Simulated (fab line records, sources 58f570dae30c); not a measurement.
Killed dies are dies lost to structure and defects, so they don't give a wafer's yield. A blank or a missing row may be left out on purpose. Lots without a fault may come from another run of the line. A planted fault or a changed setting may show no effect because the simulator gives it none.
Tool commonality check | flow berkeley_cmos170 | 15 lots, 45 wafers sampled

WHY IT WAS OPENED
At UCB170_NWELL_THK_MEAS_02 the reading NWELL_OXIDE_THK is flagged on 3 of 15 lots. Wafers without a fault read 26.3 nm, standard deviation 0.52.
Rule: a lot is flagged when every wafer of it that has a number lies more than 4 standard deviations from that mean, or none has a number. The other lots count as sound.

lot  | measured    | on            | NWELL_OXIDE_THK (nm), wafer by wafer | flag
L175 | day 2 07:08 | film_metro-01 | 25.5 26.0 26.2                       |
L178 | day 2 13:23 | film_metro-01 | 25.9 26.0 26.0                       |
L177 | day 2 13:24 | film_metro-02 | 25.9 26.4 26.0                       |
L179 | day 2 16:35 | film_metro-01 | 26.8 26.8 27.5                       |
L180 | day 3 00:47 | film_metro-03 | 26.1 26.9 26.8                       |
L181 | day 3 06:25 | film_metro-02 | 26.4 26.5 26.1                       |
L184 | day 3 23:18 | film_metro-02 | 22.5 22.9 22.7                       | FLAGGED
L188 | day 4 20:06 | film_metro-03 | 24.0 23.5 23.2                       | FLAGGED
L187 | day 4 20:07 | film_metro-01 | 23.4 23.5 23.7                       | FLAGGED
L189 | day 5 00:17 | film_metro-03 | 26.9 27.0 26.5                       |
L191 | day 5 04:56 | film_metro-02 | 26.4 26.8 26.8                       |
L192 | day 5 12:29 | film_metro-03 | 26.3 26.5 26.6                       |
L194 | day 5 19:26 | film_metro-02 | 27.2 27.3 27.3                       |
L195 | day 6 08:40 | film_metro-01 | 25.9 25.8 25.9                       |
L198 | day 6 20:58 | film_metro-02 | 26.3 25.9 26.2                       |
The numbers of the flagged lots are 23.3 nm on average: -3.0 nm against the usual, or -6 standard deviations.

WHICH TOOL RAN EACH LOT
The record holds 1 process step before the reading, out of a route of 331 steps. In each cell: the tool, then ch and the chambers that the sampled wafers went through, then the start.
lot  | flag    | UCB170_NWELL_OXIDATION_01
L175 |         | furnace-02 ch 0, day 2 05:47
L178 |         | furnace-04 ch 0, day 2 12:01
L177 |         | furnace-04 ch 0, day 2 12:01
L179 |         | furnace-03 ch 0, day 2 15:14
L180 |         | furnace-02 ch 0, day 2 23:26
L181 |         | furnace-02 ch 0, day 3 05:02
L184 | FLAGGED | furnace-04 ch 0, day 3 21:57
L188 | FLAGGED | furnace-04 ch 0, day 4 18:45
L187 | FLAGGED | furnace-04 ch 0, day 4 18:45
L189 |         | furnace-03 ch 0, day 4 22:56
L191 |         | furnace-02 ch 0, day 5 03:34
L192 |         | furnace-03 ch 0, day 5 11:08
L194 |         | furnace-03 ch 0, day 5 18:04
L195 |         | furnace-02 ch 0, day 6 07:19
L198 |         | furnace-02 ch 0, day 6 19:37
What these steps do:
- UCB170_NWELL_OXIDATION_01: target thk 26.4 nm, ox time 1260 s.
- UCB170_NWELL_THK_MEAS_02

FLAGGED OVER TOTAL, TOOL BY TOOL (the gauges that took the reading come last)
step                      | tool          | lots run | flagged | share of the flagged lots | sound lots run after its first flagged lot
UCB170_NWELL_OXIDATION_01 | furnace-02    | 6        | 0       | none                      | -
UCB170_NWELL_OXIDATION_01 | furnace-03    | 4        | 0       | none                      | -
UCB170_NWELL_OXIDATION_01 | furnace-04    | 5        | 3       | all                       | 0
UCB170_NWELL_THK_MEAS_02  | film_metro-01 | 5        | 1       | some                      | 1 (L195)
UCB170_NWELL_THK_MEAS_02  | film_metro-02 | 6        | 1       | some                      | 3 (L191,L194,L198)
UCB170_NWELL_THK_MEAS_02  | film_metro-03 | 4        | 1       | some                      | 2 (L189,L192)

WHAT THE TABLE ALLOWS
1 row of the table ran every flagged lot: furnace-04 at UCB170_NWELL_OXIDATION_01.
- furnace-04 at UCB170_NWELL_OXIDATION_01: 3 of its 5 lots flagged. Its last sound lot is L177 (day 2 12:01), its first flagged lot L184 (day 3 21:57): a fault that began between those two fits.
One tool is left: furnace-04 at UCB170_NWELL_OXIDATION_01.

WHAT THE SIMULATOR HAD PUT IN
Process parameter drift: furnace-04, from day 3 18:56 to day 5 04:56, at UCB170_NWELL_OXIDATION_01. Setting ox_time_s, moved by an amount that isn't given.
Lots struck among those shown: L184, L188, L187. The rule above found the same.
